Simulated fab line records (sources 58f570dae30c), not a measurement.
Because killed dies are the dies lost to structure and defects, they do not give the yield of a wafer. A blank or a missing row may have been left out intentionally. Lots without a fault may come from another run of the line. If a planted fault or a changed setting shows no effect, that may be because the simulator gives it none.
Which of the tools did it? + flow berkeley-cmos170 + 42 wafers from 14 lots sampled at 6 of the route's 331 steps

WHAT THE GAUGES READ, wafer by wafer
UCB170_PSD_OVL_MEAS_07.
| lot  | measured     | on         | PSD_OVL (nm) |
|------|--------------|------------|--------------|
| L433 | day 7 19:14  | overlay-01 | 11 7 1       |
| L434 | day 8 15:25  | overlay-02 | 8 12 5       |
| L435 | day 8 15:40  | overlay-01 | -5 0 -3      |
| L436 | day 8 15:46  | overlay-02 | 0 3 2        |
| L437 | day 8 16:01  | overlay-01 | 15 7 5       |
| L439 | day 9 18:33  | overlay-02 | -4 3 -3      |
| L438 | day 9 18:46  | overlay-02 | 5 -1 1       |
| L441 | day 9 19:01  | overlay-02 | 6 2 6        |
| L440 | day 9 19:07  | overlay-01 | -1 -4 -6     |
| L442 | day 10 07:28 | overlay-02 | -3 -8 -3     |
| L445 | day 10 19:31 | overlay-02 | 3 -6 -3      |
| L447 | day 11 08:07 | overlay-02 | 5 10 1       |
| L449 | day 12 08:16 | overlay-02 | 1 -6 3       |
| L453 | day 12 19:32 | overlay-01 | 2 9 -2       |

UCB170_V1_THK_MEAS_04.
| lot  | measured     | on            | V1_POLISHED_THK (nm) |
|------|--------------|---------------|----------------------|
| L433 | day 8 10:59  | film-metro-01 | 1002.1 1000.4 1000.8 |
| L434 | day 9 03:53  | film-metro-03 | 999.9 1002.0 1001.2  |
| L435 | day 9 05:14  | film-metro-04 | 1001.3 1001.4 998.8  |
| L436 | day 9 06:32  | film-metro-04 | 1002.8 1002.9 1002.9 |
| L437 | day 9 06:33  | film-metro-01 | 999.2 999.6 999.7    |
| L439 | day 10 09:13 | film-metro-04 | 1000.2 1001.3 999.7  |
| L438 | day 10 11:53 | film-metro-03 | 1001.6 1001.0 1001.2 |
| L441 | day 10 10:32 | film-metro-01 | 999.6 1000.1 1002.2  |
| L440 | day 10 13:12 | film-metro-04 | 995.4 999.4 997.4    |
| L442 | day 10 20:56 | film-metro-04 | 1001.8 999.9 999.8   |
| L445 | day 11 08:02 | film-metro-04 | 999.7 999.3 1002.0   |
| L447 | day 12 01:02 | film-metro-03 | 1339.3 1353.5 1355.4 |
| L449 | day 12 22:32 | film-metro-04 | 1333.7 1341.3 1339.6 |
| L453 | day 13 09:39 | film-metro-04 | 1000.6 1000.5 1000.3 |

UCB170_V2_OVL_MEAS_13.
| lot  | measured     | on         | V2_OVL (nm) |
|------|--------------|------------|-------------|
| L433 | day 8 17:40  | overlay-01 | -2 -7 -2    |
| L434 | day 9 10:43  | overlay-01 | -7 -3 -6    |
| L435 | day 9 13:07  | overlay-01 | 1 10 -3     |
| L436 | day 9 15:39  | overlay-02 | 4 0 5       |
| L437 | day 9 16:29  | overlay-01 | -1 -1 1     |
| L439 | day 10 15:38 | overlay-02 | 4 0 -4      |
| L438 | day 10 18:23 | overlay-02 | 3 5 0       |
| L441 | day 10 16:40 | overlay-02 | 7 11 7      |
| L440 | day 10 20:07 | overlay-01 | 4 0 3       |
| L442 | day 11 03:58 | overlay-02 | -5 -6 -1    |
| L445 | day 11 14:53 | overlay-02 | 0 4 -4      |
| L453 | day 13 22:12 | overlay-02 | -4 -5 -5    |

UCB170_V2_CD_MEAS_90 targets a cd of 700 nm.
| lot  | measured     | on        | cd-nm (nm)        |
|------|--------------|-----------|-------------------|
| L433 | day 8 17:59  | cd-sem-02 | 699.4 699.8 698.9 |
| L434 | day 9 11:03  | cd-sem-01 | 698.5 700.5 700.6 |
| L435 | day 9 13:28  | cd-sem-02 | 697.7 698.7 698.5 |
| L436 | day 9 15:58  | cd-sem-01 | 698.4 697.9 696.6 |
| L437 | day 9 16:49  | cd-sem-02 | 698.7 699.8 698.6 |
| L439 | day 10 16:01 | cd-sem-02 | 697.3 698.5 698.5 |
| L438 | day 10 18:50 | cd-sem-01 | 699.4 700.2 699.1 |
| L441 | day 10 16:58 | cd-sem-02 | 697.2 697.5 698.3 |
| L440 | day 10 20:26 | cd-sem-01 | 701.2 701.1 701.6 |
| L442 | day 11 04:16 | cd-sem-01 | 699.6 699.7 700.3 |
| L445 | day 11 15:16 | cd-sem-02 | 701.9 701.6 701.0 |
| L453 | day 13 22:36 | cd-sem-01 | 700.0 697.9 698.7 |

TOOL THAT RAN EACH LOT (tool first, then ch and the chambers of the sampled wafers, then the start)
| lot  | UCB170_V1_CMP_02              | UCB170_V1_ETCH_14                  |
|------|-------------------------------|------------------------------------|
| L433 | cmp-01 ch 0,1,3, day 8 10:34  | rie-diel-02 ch 1,3, day 8 12:28    |
| L434 | cmp-02 ch 1,2,3, day 9 03:34  | rie-diel-01 ch 0,2, day 9 05:07    |
| L435 | cmp-01 ch 0,1,3, day 9 04:53  | rie-diel-04 ch 0,1,2, day 9 07:53  |
| L436 | cmp-01 ch 0,1,3, day 9 06:13  | rie-diel-04 ch 0,2, day 9 10:06    |
| L437 | cmp-02 ch 0,1,3, day 9 06:07  | rie-diel-01 ch 1,2, day 9 10:29    |
| L439 | cmp-01 ch 0,2,3, day 10 08:47 | rie-diel-04 ch 0,1,3, day 10 10:34 |
| L438 | cmp-01 ch 0,1,2, day 10 11:30 | rie-diel-01 ch 0,1, day 10 13:06   |
| L441 | cmp-02 ch 0,2,3, day 10 10:07 | rie-diel-02 ch 1,2,3, day 10 11:53 |
| L440 | cmp-02 ch 2,3, day 10 12:50   | rie-diel-04 ch 1,2,3, day 10 14:29 |
| L442 | cmp-01 ch 0,2, day 10 20:34   | rie-diel-04 ch 0,2, day 10 22:44   |
| L445 | cmp-01 ch 0,1, day 11 07:36   | rie-diel-02 ch 0,3, day 11 09:16   |
| L447 | cmp-02 ch 0,1, day 12 00:36   | rie-diel-04 ch 0,2, day 12 02:20   |
| L449 | cmp-02 ch 0,3, day 12 22:08   | rie-diel-04 ch 0,1,2, day 13 00:01 |
| L453 | cmp-01 ch 1,2, day 13 09:13   | rie-diel-02 ch 1,2, day 13 11:01   |
- UCB170_V1_CMP_02: polishes SiO2.
- UCB170_V1_ETCH_14: etches SiO2 in CHF3/CF4/Ar, stops on Al, target depth 1250 nm, time 291 s.

WHAT THE TOOLS THEMSELVES READ (means of the sampled wafers that have a number; where no wafer has one, the mark that the record gives instead)
UCB170_V1_CMP_02.
| lot  | tool   | head-pressure-psi (psi) | motor-current-A (A) |
|------|--------|-------------------------|---------------------|
| L433 | cmp-01 | 5.992                   | 16.1                |
| L434 | cmp-02 | 6.004                   | 17.1                |
| L435 | cmp-01 | 5.994                   | 16.5                |
| L436 | cmp-01 | 6.000                   | 16.9                |
| L437 | cmp-02 | 5.983                   | 16.8                |
| L439 | cmp-01 | 6.007                   | 16.7                |
| L438 | cmp-01 | 6.003                   | 16.7                |
| L441 | cmp-02 | 6.005                   | 16.1                |
| L440 | cmp-02 | 6.007                   | 15.5                |
| L442 | cmp-01 | 5.993                   | 17.3                |
| L445 | cmp-01 | 6.003                   | 15.7                |
| L447 | cmp-02 | 5.989                   | 18.8                |
| L449 | cmp-02 | 6.007                   | 16.7                |
| L453 | cmp-01 | 5.994                   | 15.9                |

UCB170_V1_ETCH_14.
| lot  | tool        | CHF3_flow_sccm (sccm) | cf4-flow-sccm (sccm) | drypump-motor-current-A (A) | oes-product-au (a.u.) | rf-fwd-power-W (W) | throttle-valve-pct (%) |
|------|-------------|-----------------------|----------------------|-----------------------------|-----------------------|--------------------|------------------------|
| L433 | rie-diel-02 | 45.12                 | 14.99                | 5.7                         | 0.860                 | 698.9              | 6.98                   |
| L434 | rie-diel-01 | 45.02                 | 14.99                | 5.8                         | 0.864                 | 696.3              | 7.03                   |
| L435 | rie-diel-04 | 45.02                 | 15.04                | 6.2                         | 0.879                 | 696.1              | 6.90                   |
| L436 | rie-diel-04 | 45.05                 | 14.99                | 6.1                         | 0.881                 | 698.7              | 6.83                   |
| L437 | rie-diel-01 | 44.81                 | 14.97                | 5.4                         | 0.863                 | 698.3              | 7.00                   |
| L439 | rie-diel-04 | 44.97                 | 14.99                | 6.2                         | 0.881                 | 697.6              | 7.01                   |
| L438 | rie-diel-01 | 45.17                 | 14.96                | 5.9                         | 0.875                 | 699.7              | 7.06                   |
| L441 | rie-diel-02 | 44.89                 | 15.04                | 5.8                         | 0.859                 | 698.6              | 6.97                   |
| L440 | rie-diel-04 | 44.99                 | 15.03                | 6.4                         | 0.875                 | 699.4              | 6.94                   |
| L442 | rie-diel-04 | 44.84                 | 15.04                | 6.0                         | 0.881                 | 699.3              | 6.92                   |
| L445 | rie-diel-02 | 44.98                 | 15.04                | 5.5                         | 0.885                 | 698.3              | 6.88                   |
| L447 | rie-diel-04 | 44.86                 | 14.96                | 6.0                         | 1.016                 | 695.7              | 6.92                   |
| L449 | rie-diel-04 | 44.94                 | 15.03                | 6.2                         | 1.003                 | 698.8              | 6.90                   |
| L453 | rie-diel-02 | 45.05                 | 15.04                | 5.8                         | 0.847                 | 696.4              | 6.96                   |

THE ANSWER, worked out from the rows above alone
Rule: usual is defined by the lots themselves. Put in order of their means at a reading, lots are off if they are a third of the lots or fewer, leave a main group of 4 or more, and stand apart from it by a gap of 3 or more times the standard deviation of the main group's means; of several such gaps the widest counts. If all means in a main group match to the digits the tables above print for the reading, that group is not used. A lot without any number at a reading at which 4 lots or more have one is off too. The other lots that the step has rows for count as sound. After the gauges, taken in route order, come the tools' own readings; for these a lot's mean is taken, as printed above. The first step at which some lot is off is used, and at that step the reading that is off furthest; a lot without a number counts as furthest.
Off: L447, L449, seen at UCB170_V1_THK_MEAS_04 (V1_POLISHED_THK). For the main group the mean is 1000.5 nm and the standard deviation 1.2.
A tool fits if, at a process step before that reading, it ran every lot that is off, and no sound lot after the first of them. Not tried: the gauges at UCB170_V1_THK_MEAS_04; whatever is off there is also off at UCB170_V1_ETCH_14, on other tools, and gauge error can't account for it. One fits: cmp-02 at UCB170_V1_CMP_02. Its last sound lot is L440 (day 10 12:50), its first lot that is off L447 (day 12 00:36): a fault that began between those two fits.

WHAT THE SIMULATOR HAD INSERTED
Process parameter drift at UCB170_V1_CMP_02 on cmp-02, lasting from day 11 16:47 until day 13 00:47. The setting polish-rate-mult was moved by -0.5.
Shown lots that were struck: L447, L449. The rule given above showed the same thing.
